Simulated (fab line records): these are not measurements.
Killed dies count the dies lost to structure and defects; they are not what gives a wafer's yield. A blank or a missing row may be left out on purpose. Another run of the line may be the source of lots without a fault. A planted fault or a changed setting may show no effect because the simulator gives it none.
fab line records	flow ritCmos
[record] lots = 6	wafers = 18	lastDay = 7
route steps=202 shown ACTIVE@8 FOX1@20 FOX2@23 NWELL@28 PWELL@39 M1@202
lots that met no fault: from a run of the same line without faults
startH: start of the lot's first displayed wafer, in hours after the record's first day	waitH: hours from the lot's prior step to this one	" as in the row above	L1.1+2: several wafers, shown together as one row	- no value, or no start given	* or withheld: withheld	< > ~ a bound
route shown NAME@n: a module of which the file shows steps, and the number in the route of the first	usual: mean and standard deviation over wafers with no fault	same: alike in all rows	chamber/n: place in a boat	sites: readings site by site	_std_site: how widely they spread, as a standard deviation	_edge_site: inner sites' mean taken away from outer sites' mean	radiusMm: how far each site lies from the wafer's centre	mask NAME#n: copy n	behind: the tool/chamber that last shaped the wafer	hold: what put the lot on hold/how long, in hours/how the hold closed	device: transistor that didn't switch, given as n, p or np	end of line: the same wafers' tests at the end of the route	step lacking rows: just its recipe	killed: count of dies lost to structure and defects at first sort (not the wafer's yield)	map: the dies of a wafer, with x for killed, . for not killed, _ for no die there
set.NAME: setting as actually run; set.NAME@STEP: the setting as run at that earlier step	model.NAME: the simulator's own value behind a step, which no gauge read
lots seen at some steps along the route; tables by step, rows by wafer
services: when a tool's chamber went out of use (startH, in hours from the record's first day, below 0 if earlier), for how many hours, and the reason
[[steps]]
[step RIT_ACTIVE_SOFTBAKE_07]
[recipe] resist = NOVOLAK	tempC = 90	timeS = 60
[step RIT_ACTIVE_EXPOSE_08]
[recipe] maskId = M1	na = 0.6	sourceShape = conventional	sigmaOuter = 0.6	targetCdNm = 1400	doseMj = 225
[step RIT_ACTIVE_PEB_09]
[recipe] resist = NOVOLAK	tempC = withheld	timeS = withheld
[step RIT_ACTIVE_DEVELOP_10]
[recipe] resist = NOVOLAK	developTimeS = 50	devTempC = 23
[step RIT_ACTIVE_CD_MEAS_11]
[recipe] targetCdNm = 1400
[usual] cdNm = 1400.0/2.1
lot.wafer	tool	chamber	startH	waitH	cdNm
L701.1	cdSem-02	-	20.10	-	1399.3
L701.4	"	-	"	"	1400.9
L701.5	"	-	"	"	1400.0
L702.3	cdSem-02	-	25.72	-	1397.5
L702.5	"	-	"	"	1396.4
L702.6	"	-	"	"	1393.8
L708.1	cdSem-02	-	56.17	-	1400.1
L708.4	"	-	"	"	1400.5
L708.5	"	-	"	"	1398.7
L716.1	cdSem-01	-	95.95	-	1401.5
L716.2	"	-	"	"	1401.2
L716.3	"	-	"	"	1400.9
L718.1	cdSem-02	-	105.49	-	1400.5
L718.5	"	-	"	"	1401.1
L718.6	"	-	"	"	1399.9
L722.2	cdSem-01	-	125.68	-	1398.3
L722.5	"	-	"	"	1397.0
L722.6	"	-	"	"	1397.4
[step RIT_ACTIVE_HARDBAKE_12]
[recipe] resist = NOVOLAK	tempC = 140	timeS = 60
[step RIT_ACTIVE_ETCH_13]
[recipe] stopOn = SiO2	chemistry = SF6	target = Si3N4	timeS = 210	overEtchFrac = 0.4	SF6_flow_sccm = 200	pressureMtorr = 260	rfW = 125	targetDepthA = 2100
[usual] drypumpMotorCurrentA = 5.8/0.42	oesProductAu = 0.830/0.014	throttleValvePct = 7.45/0.1
lot.wafer	tool	chamber	startH	waitH	drypumpMotorCurrentA	oesProductAu	rfHoursCounterH	throttleValvePct
L701.1	rieDiel-02	2	20.37	0.1	6.3	0.853	105	7.32
L701.4	"	3	"	"	6.1	0.841	50	7.48
L701.5	"	0	"	"	6.1	0.867	-	7.57
L702.3	rieDiel-02	1	25.95	0.1	5.9	0.810	111	7.45
L702.5	"	1	"	"	5.9	0.817	-	7.45
L702.6	"	2	"	"	6.3	0.837	-	7.32
L708.1	rieDiel-03	2	56.66	0.1	5.8	0.828	3	7.51
L708.4	"	1	"	"	5.5	0.819	115	7.48
L708.5	"	0	"	"	6.3	0.833	-	7.37
L716.1	rieDiel-04	3	96.38	0.1	6.0	0.816	114	7.29
L716.2	"	2	"	"	5.6	0.839	105	7.54
L716.3	"	0	"	"	5.6	0.805	46	7.43
L718.1	rieDiel-03	1	105.76	0.1	5.6	0.831	115	7.51
L718.5	"	3	"	"	4.8	0.841	-	7.60
L718.6	"	1	"	"	5.6	0.838	-	7.47
L722.2	rieDiel-02	3	125.93	0.1	6.2	0.849	52	7.50
L722.5	"	0	"	"	6.1	0.856	-	7.57
L722.6	"	1	"	"	5.9	0.824	-	7.41
[step RIT_ACTIVE_STRIP_14]
[recipe] chemistry = O2	timeS = 180	resist = NOVOLAK	platenTempC = withheld	powerW = 500	pressureMtorr = 4000	o2FlowSccm = 4000
[usual] drypumpMotorCurrentA = 5.77/0.23
lot.wafer	tool	chamber	startH	waitH	drypumpMotorCurrentA	rfHoursCounterH
L701.1	plasmaAsher-02	0	20.50	0.1	5.77	24
L701.4	"	0	"	"	5.80	-
L701.5	"	1	"	"	6.01	-
L702.3	plasmaAsher-01	1	26.14	0.1	6.06	-
L702.5	"	0	"	"	5.73	-
L702.6	"	1	"	"	6.07	-
L708.1	plasmaAsher-02	0	56.79	0.1	5.76	27
L708.4	"	1	"	"	6.05	-
L708.5	"	1	"	"	6.02	-
L716.1	plasmaAsher-01	1	96.51	0.1	6.11	43
L716.2	"	0	"	"	5.73	43
L716.3	"	0	"	"	5.75	-
L718.1	plasmaAsher-01	1	105.89	0.1	6.09	44
L718.5	"	0	"	"	5.74	-
L718.6	"	1	"	"	6.07	-
L722.2	plasmaAsher-02	1	126.07	0.1	6.02	34
L722.5	"	1	"	"	6.04	-
L722.6	"	0	"	"	5.76	-
[step RIT_ACTIVE_CD_MEAS_90]
[recipe] targetCdNm = 1400
[usual] cdNm = 1400.0/2.2
lot.wafer	tool	chamber	startH	waitH	cdNm
L701.1	cdSem-02	-	20.68	0.1	1399.5
L701.4	"	-	"	"	1400.8
L701.5	"	-	"	"	1399.5
L702.3	cdSem-01	-	26.29	0.1	1397.2
L702.5	"	-	"	"	1396.1
L702.6	"	-	"	"	1394.2
L708.1	cdSem-02	-	56.97	0.1	1400.1
L708.4	"	-	"	"	1400.5
L708.5	"	-	"	"	1398.5
L716.1	cdSem-01	-	96.68	0.1	1401.7
L716.2	"	-	"	"	1401.5
L716.3	"	-	"	"	1401.1
L718.1	cdSem-02	-	106.07	0.1	1400.2
L718.5	"	-	"	"	1401.3
L718.6	"	-	"	"	1399.9
L722.2	cdSem-01	-	126.26	0.1	1398.1
L722.5	"	-	"	"	1396.9
L722.6	"	-	"	"	1397.1
[step RIT_ACTIVE_CLEAN_15]
[recipe] chemistry = SC1	mix = 3:3:50	timeS = 600	tempC = 75
[step RIT_ACTIVE_CLEAN_16]
[recipe] chemistry = dHF	dilution = 50:1	timeS = 30
[step RIT_ACTIVE_CLEAN_17]
[recipe] chemistry = SC2	mix = 3:3:50	timeS = 600	tempC = 75	dry = n2Spin
[step RIT_FOX1_OXIDATION_00]
[recipe] tempC = 1100	ambient = H2O	targetThkA = 3507	pH2oTorr = 720	oxTimeS = 1130
[usual] zonePowerCentrePct = 51/7.1	zonePowerSourcePct = 45/4
lot.wafer	tool	chamber	startH	waitH	zonePowerCentrePct	zonePowerSourcePct
L701.1	furnace-04	0	23.25	2.1	54	50
L701.4	"	0	"	"	53	51
L701.5	"	0	"	"	54	50
L702.3	furnace-01	0	28.53	1.8	63	44
L702.5	"	0	"	"	64	44
L702.6	"	0	"	"	63	44
L708.1	furnace-03	0	57.57	0.1	44	41
L708.4	"	0	"	"	45	42
L708.5	"	0	"	"	45	41
L716.1	furnace-04	0	97.30	0.1	52	50
L716.2	"	0	"	"	54	49
L716.3	"	0	"	"	52	51
L718.1	furnace-04	0	107.58	1.0	54	50
L718.5	"	0	"	"	53	50
L718.6	"	0	"	"	53	50
L722.2	furnace-03	0	127.53	0.8	45	41
L722.5	"	0	"	"	44	41
L722.6	"	0	"	"	44	42
[step RIT_FOX1_THK_MEAS_01]
[recipe] reads = SiO2_of_FOX1_OXIDATION_00
[usual] FOX1_OXIDE_THK = 354/7
lot.wafer	tool	chamber	startH	waitH	FOX1_OXIDE_THK[nm]
L701.1	filmMetro-04	-	24.56	0.0	353
L701.4	"	-	"	"	352
L701.5	"	-	"	"	351
L702.3	filmMetro-04	-	29.87	0.0	348
L702.5	"	-	"	"	342
L702.6	"	-	"	"	342
L708.1	filmMetro-04	-	58.89	0.0	353
L708.4	"	-	"	"	355
L708.5	"	-	"	"	355
L716.1	filmMetro-04	-	98.62	0.0	347
L716.2	"	-	"	"	354
L716.3	"	-	"	"	342
L718.1	filmMetro-04	-	108.90	0.0	359
L718.5	"	-	"	"	361
L718.6	"	-	"	"	364
L722.2	filmMetro-01	-	128.85	0.0	363
L722.5	"	-	"	"	361
L722.6	"	-	"	"	361
[step RIT_FOX1_WET_ETCH_02]
[recipe] chemistry = BOE	targetDepthNm = 350	timeS = 390	tempC = 21.5	dry = n2Spin	dilution = 10:1	target = SiO2
[step RIT_FOX2_OXIDATION_00]
[recipe] tempC = 1100	ambient = H2O	targetThkA = 3507	pH2oTorr = 720	oxTimeS = 1130
[step RIT_FOX2_THK_MEAS_01]
[recipe] reads = SiO2_of_FOX2_OXIDATION_00
[usual] FOX2_OXIDE_THK = 352/6.2
lot.wafer	tool	chamber	startH	waitH	FOX2_OXIDE_THK[nm]
L701.1	filmMetro-03	-	26.47	0.0	354
L701.4	"	-	"	"	357
L701.5	"	-	"	"	353
L702.3	filmMetro-02	-	32.14	0.0	356
L702.5	"	-	"	"	361
L702.6	"	-	"	"	364
L708.1	filmMetro-04	-	62.23	0.0	354
L708.4	"	-	"	"	355
L708.5	"	-	"	"	358
L716.1	filmMetro-02	-	101.11	0.0	340
L716.2	"	-	"	"	340
L716.3	"	-	"	"	346
L718.1	filmMetro-04	-	110.46	0.0	347
L718.5	"	-	"	"	355
L718.6	"	-	"	"	347
L722.2	filmMetro-04	-	130.35	0.0	353
L722.5	"	-	"	"	352
L722.6	"	-	"	"	353
[step RIT_FOX2_CLEAN_02]
[recipe] chemistry = dHF	dilution = 50:1	timeS = 180
[step RIT_FOX2_WET_ETCH_03]
[recipe] chemistry = H3PO4	target = Si3N4	targetDepthNm = 195	tempC = 165	timeS = 2700
[step RIT_FOX2_THK_MEAS_90]
[recipe] reads = SiO2_of_FOX2_OXIDATION_00
[usual] FIELD_OXIDE_LEFT_1_THK = 324/6.2
lot.wafer	tool	chamber	startH	waitH	FIELD_OXIDE_LEFT_1_THK[nm]
L701.1	filmMetro-02	-	27.35	0.0	327
L701.4	"	-	"	"	330
L701.5	"	-	"	"	325
L702.3	filmMetro-04	-	33.02	0.0	329
L702.5	"	-	"	"	334
L702.6	"	-	"	"	337
L708.1	filmMetro-04	-	63.11	0.0	327
L708.4	"	-	"	"	327
L708.5	"	-	"	"	331
L716.1	filmMetro-04	-	101.99	0.0	312
L716.2	"	-	"	"	312
L716.3	"	-	"	"	318
L718.1	filmMetro-03	-	111.34	0.0	319
L718.5	"	-	"	"	327
L718.6	"	-	"	"	320
L722.2	filmMetro-04	-	131.23	0.0	325
L722.5	"	-	"	"	324
L722.6	"	-	"	"	325
[step RIT_NWELL_HMDS_00]
[recipe] primeTimeS = 60	primeTempC = 140
[step RIT_NWELL_COAT_01]
[recipe] resist = NOVOLAK	spinRpm = 2000	resistThkNm = 1300
[step RIT_NWELL_SOFTBAKE_02]
[recipe] resist = NOVOLAK	tempC = 90	timeS = 60
[step RIT_NWELL_EXPOSE_03]
[recipe] maskId = M2	na = 0.57	targetCdNm = 43900	doseMj = 250
[step RIT_NWELL_PEB_04]
[recipe] resist = NOVOLAK	tempC = withheld	timeS = withheld
[step RIT_NWELL_DEVELOP_05]
[recipe] resist = NOVOLAK	developTimeS = 68	devTempC = 23
[step RIT_NWELL_OVL_MEAS_06]
[usual] NWELL_OVL = 0.6/1.3
lot.wafer	tool	chamber	startH	waitH	NWELL_OVL[nm]
L701.1	overlay-01	-	28.46	-	-2.5
L701.4	"	-	"	"	-1.4
L701.5	"	-	"	"	-0.9
L702.3	overlay-01	-	33.95	-	-0.1
L702.5	"	-	"	"	1.3
L702.6	"	-	"	"	1.4
L708.1	overlay-02	-	64.18	-	-0.9
L708.4	"	-	"	"	-0.5
L708.5	"	-	"	"	-2.4
L716.1	overlay-02	-	103.05	-	-1.0
L716.2	"	-	"	"	-0.5
L716.3	"	-	"	"	-0.5
L718.1	overlay-02	-	112.44	-	1.2
L718.5	"	-	"	"	0.7
L718.6	"	-	"	"	-0.1
L722.2	overlay-02	-	132.33	-	0.0
L722.5	"	-	"	"	-0.5
L722.6	"	-	"	"	0.6
[step RIT_NWELL_HARDBAKE_07]
[recipe] resist = NOVOLAK	tempC = 140	timeS = 120
[step RIT_NWELL_IMPLANT_08]
[recipe] species = P	energyKev = 170	doseCm2 = 5e+13	tiltDeg = 7
[step RIT_NWELL_STRIP_09]
[recipe] chemistry = O2	timeS = 180	resist = NOVOLAK	platenTempC = withheld	powerW = 500	pressureMtorr = 4000	o2FlowSccm = 4000
[usual] drypumpMotorCurrentA = 5.68/0.28
lot.wafer	tool	chamber	startH	waitH	drypumpMotorCurrentA	rfHoursCounterH
L701.1	plasmaAsher-01	1	28.90	0.1	6.06	37
L701.4	"	0	"	"	5.74	-
L701.5	"	1	"	"	6.05	-
L702.3	plasmaAsher-03	1	34.43	0.1	5.73	-
L702.5	"	0	"	"	5.37	-
L702.6	"	1	"	"	5.72	-
L708.1	plasmaAsher-01	0	64.61	0.1	5.74	39
L708.4	"	1	"	"	6.06	-
L708.5	"	1	"	"	6.08	-
L716.1	plasmaAsher-04	0	103.49	0.1	5.22	47
L716.2	"	1	"	"	5.78	47
L716.3	"	1	"	"	5.77	-
L718.1	plasmaAsher-01	0	112.88	0.1	5.73	45
L718.5	"	1	"	"	6.07	-
L718.6	"	0	"	"	5.72	-
L722.2	plasmaAsher-01	0	132.76	0.1	5.73	48
L722.5	"	0	"	"	5.74	-
L722.6	"	1	"	"	6.09	-
[step RIT_NWELL_TW_MEAS_10]
[usual] NWELL_TW = 2141/13
lot.wafer	tool	chamber	startH	waitH	NWELL_TW
L701.1	filmMetro-01	-	29.08	0.1	2114
L701.4	"	-	"	"	2114
L701.5	"	-	"	"	2128
L702.3	filmMetro-03	-	34.57	0.1	2152
L702.5	"	-	"	"	2161
L702.6	"	-	"	"	2145
L708.1	filmMetro-04	-	64.79	0.1	2153
L708.4	"	-	"	"	2144
L708.5	"	-	"	"	2154
L716.1	filmMetro-03	-	103.66	0.1	2131
L716.2	"	-	"	"	2137
L716.3	"	-	"	"	2135
L718.1	filmMetro-04	-	113.06	0.1	2148
L718.5	"	-	"	"	2146
L718.6	"	-	"	"	2149
L722.2	filmMetro-01	-	132.95	0.1	2125
L722.5	"	-	"	"	2126
L722.6	"	-	"	"	2133
[step RIT_PWELL_HMDS_00]
[recipe] primeTimeS = 60	primeTempC = 140
[step RIT_PWELL_COAT_01]
[recipe] resist = NOVOLAK	spinRpm = 2000	resistThkNm = 1300
[step RIT_PWELL_SOFTBAKE_02]
[recipe] resist = NOVOLAK	tempC = 90	timeS = 60
[step RIT_PWELL_EXPOSE_03]
[recipe] maskId = M3	na = 0.57	targetCdNm = 43700	doseMj = 250
[step RIT_PWELL_PEB_04]
[recipe] resist = NOVOLAK	tempC = withheld	timeS = withheld
[step RIT_PWELL_DEVELOP_05]
[recipe] resist = NOVOLAK	developTimeS = 68	devTempC = 23
[step RIT_PWELL_OVL_MEAS_06]
[usual] PWELL_OVL = -0.1/1.4
lot.wafer	tool	chamber	startH	waitH	PWELL_OVL[nm]
L701.1	overlay-01	-	30.14	-	1.4
L701.4	"	-	"	"	-0.5
L701.5	"	-	"	"	-2.5
L702.3	overlay-01	-	35.63	-	-1.0
L702.5	"	-	"	"	-0.3
L702.6	"	-	"	"	-1.0
L708.1	overlay-01	-	65.73	-	-1.6
L708.4	"	-	"	"	-0.5
L708.5	"	-	"	"	-3.2
L716.1	overlay-01	-	104.60	-	-2.1
L716.2	"	-	"	"	0.3
L716.3	"	-	"	"	-2.5
L718.1	overlay-01	-	114.00	-	-0.4
L718.5	"	-	"	"	-0.2
L718.6	"	-	"	"	0.0
L722.2	overlay-02	-	134.01	-	0.8
L722.5	"	-	"	"	-0.4
L722.6	"	-	"	"	1.2
[step RIT_PWELL_HARDBAKE_07]
[recipe] resist = NOVOLAK	tempC = 140	timeS = 120
[step RIT_PWELL_IMPLANT_08]
[recipe] species = B	energyKev = 170	doseCm2 = 7e+13	tiltDeg = 7
[step RIT_PWELL_STRIP_09]
[recipe] chemistry = O2	timeS = 180	resist = NOVOLAK	platenTempC = withheld	powerW = 500	pressureMtorr = 4000	o2FlowSccm = 4000
[usual] drypumpMotorCurrentA = 5.66/0.27
lot.wafer	tool	chamber	startH	waitH	drypumpMotorCurrentA	rfHoursCounterH
L701.1	plasmaAsher-03	0	30.58	0.1	5.41	38
L701.4	"	1	"	"	5.74	-
L701.5	"	1	"	"	5.70	-
L702.3	plasmaAsher-04	0	36.11	0.1	5.23	-
L702.5	"	1	"	"	5.77	-
L702.6	"	0	"	"	5.27	-
L708.1	plasmaAsher-04	1	66.17	0.1	5.77	43
L708.4	"	1	"	"	5.81	-
L708.5	"	1	"	"	5.80	-
L716.1	plasmaAsher-03	0	105.04	0.1	5.40	46
L716.2	"	1	"	"	5.74	46
L716.3	"	1	"	"	5.73	-
L718.1	plasmaAsher-02	0	114.43	0.1	5.80	32
L718.5	"	0	"	"	5.79	-
L718.6	"	1	"	"	6.05	-
L722.2	plasmaAsher-02	0	134.44	0.1	5.76	35
L722.5	"	1	"	"	6.01	-
L722.6	"	0	"	"	5.78	-
[step RIT_PWELL_TW_MEAS_10]
[usual] PWELL_TW = 949/6.5
lot.wafer	tool	chamber	startH	waitH	PWELL_TW
L701.1	filmMetro-04	-	30.75	0.1	951
L701.4	"	-	"	"	955
L701.5	"	-	"	"	952
L702.3	filmMetro-01	-	36.25	0.1	945
L702.5	"	-	"	"	941
L702.6	"	-	"	"	946
L708.1	filmMetro-01	-	66.34	0.1	943
L708.4	"	-	"	"	936
L708.5	"	-	"	"	941
L716.1	filmMetro-01	-	105.22	0.1	946
L716.2	"	-	"	"	947
L716.3	"	-	"	"	944
L718.1	filmMetro-04	-	114.61	0.1	957
L718.5	"	-	"	"	950
L718.6	"	-	"	"	952
L722.2	filmMetro-01	-	134.62	0.1	941
L722.5	"	-	"	"	948
L722.6	"	-	"	"	948
[step RIT_M1_PROBE_99]
[usual] killedAtContacts = 0.1/0.37	killedAtFrontEnd = 6.9/2.9	killedDies = 7.1/2.9	killedOnRim = 1.9/1.4	killedOpen = 3.3/1.8	killedShort = 3.6/2.2
[same] grossDies = 264	killed_at_M0_to_M3 = 0	killed_at_M4_up = 0	killedAtBackSide = 0	killedAtOther = 0
lot.wafer	tool	chamber	startH	waitH	hold	killedAtContacts	killedAtFrontEnd	killedDies	killedOnRim	killedOpen	killedShort
L701.1	prober-02	-	71.69	0.1	-	0	4	4	1	3	1
L701.4	prober-02	-	71.84	0.2	-	0	7	7	6	4	3
L701.5	prober-02	-	71.89	0.2	-	0	6	6	2	4	2
L702.3	prober-01	-	77.61	0.2	-	0	8	8	2	4	4
L702.5	prober-01	-	77.71	0.2	-	0	6	6	2	4	1
L702.6	prober-01	-	77.76	0.2	-	1	7	8	1	5	3
L708.1	prober-01	-	106.96	0.1	-	0	4	4	0	3	1
L708.4	prober-01	-	107.11	0.2	-	0	7	7	2	4	3
L708.5	prober-01	-	107.16	0.2	-	1	12	13	3	7	6
L716.1	prober-01	-	142.69	0.1	awaitDispo/2.6h/scrap	0	172	172	44	1	1
L716.2	prober-01	-	142.74	0.1	awaitDispo/2.6h/scrap	0	166	166	40	3	2
L716.3	prober-01	-	142.79	0.2	awaitDispo/2.6h/scrap	0	157	157	41	1	0
L718.1	prober-01	-	156.66	0.1	awaitDispo/7.3h/scrap	0	154	154	42	2	3
L718.5	prober-01	-	156.86	0.2	awaitDispo/7.3h/scrap	0	172	172	46	5	5
L718.6	prober-01	-	156.91	0.2	awaitDispo/7.3h/scrap	1	177	178	43	2	3
L722.2	prober-01	-	174.23	0.1	-	0	9	9	3	7	2
L722.5	prober-01	-	174.38	0.2	-	0	9	9	3	4	5
L722.6	prober-01	-	174.43	0.2	-	0	7	7	2	2	5
// killed by level:class
L701.1 FOX1:geometricParticle:open=2 SPACER:geometricParticle:open=1 SILICIDE:geometricParticle:short=1
L701.4 FOX1:geometricParticle:open=2 GATE:geometricParticle:short=2 FOX2:geometricParticle:short=1 FOX2:geometricParticle:open=1 GATE:geometricParticle:open=1
L701.5 GATE:geometricParticle:open=3 GATE:geometricParticle:short=1 SILICIDE:geometricParticle:open=1 SILICIDE:geometricParticle:short=1
L702.3 GATE:geometricParticle:short=2 SPACER:geometricParticle:open=2 SPACER:geometricParticle:short=2 FOX2:geometricParticle:open=1 GATE:geometricParticle:open=1
L702.5 SILICIDE:geometricParticle:open=2 GATE:geometricParticle:open=1 REOX:geometricParticle:open=1 SILICIDE:geometricParticle:short=1 NSD:coatMicrobubblePrinted=1
L702.6 GATE:geometricParticle:open=2 FOX1:geometricParticle:short=1 SPACER:geometricParticle:open=1 SPACER:geometricParticle:short=1 SILICIDE:geometricParticle:open=1 SILICIDE:geometricParticle:short=1 CONTACT:geometricParticle:open=1
L708.1 GATE:geometricParticle:open=2 GATE:geometricParticle:short=1 SILICIDE:geometricParticle:open=1
L708.4 SPACER:geometricParticle:short=2 ACTIVE:geometricParticle:short=1 FOX1:geometricParticle:open=1 GATE:geometricParticle:open=1 REOX:geometricParticle:open=1 SPACER:geometricParticle:open=1
L708.5 GATE:geometricParticle:open=5 GATE:geometricParticle:short=4 SPACER:geometricParticle:short=1 SPACER:geometricParticle:open=1 SILICIDE:geometricParticle:short=1 CONTACT:geometricParticle:open=1
L716.1 FOX1:unspecified=170 FOX1:geometricParticle:short=1 SILICIDE:geometricParticle:open=1
L716.2 FOX1:unspecified=161 GATE:geometricParticle:open=2 REOX:geometricParticle:open=1 SPACER:geometricParticle:short=1 SILICIDE:geometricParticle:short=1
L716.3 FOX1:unspecified=156 SPACER:geometricParticle:open=1
L718.1 FOX1:unspecified=149 GATE:geometricParticle:short=2 FOX2:geometricParticle:open=1 FOX2:geometricParticle:short=1 GATE:geometricParticle:open=1
L718.5 FOX1:unspecified=162 GATE:geometricParticle:open=2 REOX:geometricParticle:open=2 FOX1:geometricParticle:short=1 FOX2:geometricParticle:short=1 GATE:geometricParticle:short=1 REOX:geometricParticle:short=1 SILICIDE:geometricParticle:open=1
L718.6 FOX1:unspecified=172 SILICIDE:geometricParticle:short=2 FOX1:geometricParticle:open=1 GATE:geometricParticle:open=1 SPACER:geometricParticle:short=1 CONTACT:coatMicrobubblePrinted=1
L722.2 GATE:geometricParticle:open=3 REOX:geometricParticle:open=2 FOX1:geometricParticle:open=1 FOX2:geometricParticle:short=1 GATE:geometricParticle:short=1 SILICIDE:geometricParticle:open=1
L722.5 FOX1:geometricParticle:short=3 REOX:geometricParticle:open=2 FOX1:geometricParticle:open=1 GATE:geometricParticle:short=1 REOX:geometricParticle:short=1 SPACER:geometricParticle:open=1
L722.6 FOX1:geometricParticle:short=1 GATE:geometricParticle:open=1 GATE:geometricParticle:short=1 SPACER:geometricParticle:short=1 SILICIDE:geometricParticle:short=1 SILICIDE:geometricParticle:open=1 STARTING-WAFER:geometricParticle:short=1
// map L716.1 (x killed, . not)
________.x.x..x_______
_____xxxxx.xxxxx.x____
____xx..xxx.x.xxxx.___
___xxxxxxxx.xx.xxxxx__
__..xx..xx.x.xx..xxx._
__xxxx.xx.xxxxxx..x.x_
_xxxx.x..xx.xx.x.xxx..
_x.xxxxxxxxxx.xx..xx..
_.x.xx......xxxx..xx.x
_.xx.xxxxxxx..xxxx.x.x
__.xx.xxxxxx.xx..xx.._
__.xxx.xxx..xxx.xxxx._
___xx..xxx..x.x..x.x__
____xx...xx..x..xxx___
_____.x.xxxxxx.xx.____
________x.xxx.x_______
// map L718.6 (x killed, . not)
________xxxx..._______
_____.x.x...x.xxx.____
____x.xxxx.xxxxxx.x___
___xxxx.x...xxxxxxx.__
__.xx.xxxx.xxxxxxxxxx_
__x.xxxxxxx..xxxx.xx._
_.xx.xxx.xx..xxxx...xx
_..xxx..xxxxx.....xx.x
_xxxxxxx.xxx.xxx.xxxxx
_x.x.x.xxx.xxxxx.xxxxx
__.xxx.xxxxxxxxxx.xxx_
__....xxxxxxx.xx.xxx._
___..x....x..xxx..xx__
____.xxx......xxxxx___
_____...xxx.xxxx.x____
________.xxx.xx_______
[[services]]
tool	chamber	startH	hours	kind
furnace-03	-	4.94	4.8	pm
rieDiel-04	2	15.08	7.3	repair
rieDiel-02	-	26.79	1.1	repair
plasmaAsher-01	-	31.07	15.6	pm
rieDiel-04	0	31.66	4.8	repair
plasmaAsher-02	-	58.08	9.8	repair
furnace-03	-	65.29	9.2	pm
plasmaAsher-02	-	67.84	9.9	pm
rieDiel-02	2	71.91	6.0	repair
plasmaAsher-04	-	94.35	2.1	repair
plasmaAsher-04	-	100.74	0.8	repair
rieDiel-03	0	101.25	13.4	repair
plasmaAsher-03	-	108.75	9.0	pm
plasmaAsher-03	0	108.75	9.0	ventCycle
plasmaAsher-03	1	108.75	9.0	ventCycle
plasmaAsher-03	0	117.75	-	clean
plasmaAsher-03	1	117.75	-	clean
rieDiel-02	2	119.83	2.5	repair
furnace-01	-	131.19	3.8	pm
[[key]]
[firstSign] step = RIT_M1_PROBE_99	reading = killedAtFrontEnd	direction = up	sigmas = 56	usual = 6.9	struck = 166.3
[effect] step = RIT_M1_PROBE_99	reading = killedDies	direction = up	sigmas = 55	usual = 7.1	struck = 166.5
metAt RIT_FOX1_OXIDATION_00
struckWafers L716.1,L716.2,L716.3,L718.1,L718.5,L718.6
testerLeftOut L716,L718
onsetBetween 23.25 97.30
alsoFits RIT_ACTIVE_STRIP_14:plasmaAsher-01
[fault] kind = chamberParticleSource	tool = furnace-04	chamber = -	onsetH = 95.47	steps = RIT_FOX1_OXIDATION_00	ratePerVisitCm2 = 1.8327	endH = 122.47
// testerLeftOut: of these lots the tester's yield and bins aren't shown, on N5 and GAA mostly nor the transistor test; their killed dies are dies lost to structure and defects alone, not to doping, threshold or leakage, so they don't give the yield
